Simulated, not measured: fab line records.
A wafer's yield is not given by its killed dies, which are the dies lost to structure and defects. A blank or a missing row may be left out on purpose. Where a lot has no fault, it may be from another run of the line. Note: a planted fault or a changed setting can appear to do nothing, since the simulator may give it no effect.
A lot that was struck, set against a sound lot || flow rit_cmos || 18 steps out of a route of 202
Sound: the wafers L420.2, L420.4, L420.5. Wafers struck: L425.2, L425.4, L425.6. Last of all comes the cause.
Order at every step that has rows: each side's tool, ch and its chambers, its first start. Under that, the readings that differ: sound wafers || struck wafers || difference of the means || sigmas: that difference in standard deviations of wafers without a fault.
alike: same words and numbers on both sides, and readings whose means sit less than 2 such deviations apart. not compared: any withheld reading, any reading some wafer has no value for, any bound like >300 that may hide the same value, and any number with overlapping values for which the record gives no deviation.
The two part at a step that has a row with sigmas, a row that says differs or no value, or rows on one side only. Numbers that don't overlap but have no deviation are shown without sigmas and don't part them. A reading missing from all wafers of one side parts the sides only when that side holds two or more wafers.

first, 2 steps without rows for these wafers: RIT_PWELL_PEB_04; RIT_PWELL_DEVELOP_05 (develop time 68 s).
RIT_PWELL_OVL_MEAS_06:
  sound on overlay-01 at day 2 14:50; struck on overlay-02 at day 3 16:52
  alike: PWELL_OVL
then, 2 steps without rows for these wafers: RIT_PWELL_HARDBAKE_07 (time 120 s); RIT_PWELL_IMPLANT_08.
RIT_PWELL_STRIP_09: strips in O2, time 180 s.
  sound on plasma_asher-01 ch 0,1, day 2 15:16; struck on plasma_asher-01 ch 0,1, day 3 17:17
  alike: drypump_motor_current_A
  not compared: rf_hours_counter_h
RIT_PWELL_TW_MEAS_10:
  sound on film_metro-04 at day 2 15:26; struck on film_metro-01 at day 3 17:28
{"reading": "PWELL_TW", "sound": "965 960 961", "struck": "937 938 932", "difference": -26, "sigmas": -3}
then, 1 step without rows for these wafers: RIT_WELLDRIVE_ANNEAL_00 (time 14700 s).
RIT_WELLDRIVE_RS_MEAS_01: a four-point-probe measurement.
  sound on film_metro-04 at day 2 21:12; struck on film_metro-01 at day 3 23:30
  alike: NWELL_RS
RIT_WELLDRIVE_RS_MEAS_02: a four-point-probe measurement.
  sound on film_metro-04 at day 2 21:19; struck on film_metro-01 at day 3 23:37
  alike: PWELL_RS
then, 2 steps without rows for these wafers: RIT_NRETRO_HMDS_00 (prime time 60 s); RIT_NRETRO_COAT_01 (resist thk 1300 nm).
RIT_NRETRO_SOFTBAKE_02: time 60 s.
  sound on litho_track-02 ch 0, day 2 21:45; struck on litho_track-04 ch 0, day 4 00:03
{"reading": "model.NOVOLAK_of_NRETRO_COAT_01.thk_nm (nm)", "sound": "1300 1305 1302", "struck": "1290 1287 1284", "difference": -15, "sigmas": ""}
  alike: heater_power_total_W
then, 2 steps without rows for these wafers: RIT_NRETRO_EXPOSE_03 (exposes mask M4, target cd 43900 nm); RIT_NRETRO_PEB_04.
RIT_NRETRO_DEVELOP_05: develop time 68 s.
  sound: litho_track-04 ch 0; struck: litho_track-02 ch 0
{"reading": "model.NOVOLAK_of_NRETRO_COAT_01.thk_nm (nm)", "sound": "1299 1305 1301", "struck": "1289 1287 1284", "difference": -15, "sigmas": ""}
RIT_NRETRO_OVL_MEAS_06:
  sound on overlay-01 at day 2 22:26; struck on overlay-02 at day 4 00:47
  alike: NRETRO_OVL
RIT_M1_PROBE_99:
  sound on prober-02 at day 4 06:18; struck on prober-01 at day 5 06:47
  alike: killed_at_front_end, killed_dies, killed_on_rim, killed_open, killed_short

== WHERE THEY PART ==
At RIT_PWELL_TW_MEAS_10 and nowhere else, as far as this record goes. Later steps at which nothing parts them and some readings are alike: RIT_WELLDRIVE_RS_MEAS_01, RIT_WELLDRIVE_RS_MEAS_02, RIT_NRETRO_SOFTBAKE_02, RIT_NRETRO_OVL_MEAS_06, RIT_M1_PROBE_99.

WHY: what the simulator had put in
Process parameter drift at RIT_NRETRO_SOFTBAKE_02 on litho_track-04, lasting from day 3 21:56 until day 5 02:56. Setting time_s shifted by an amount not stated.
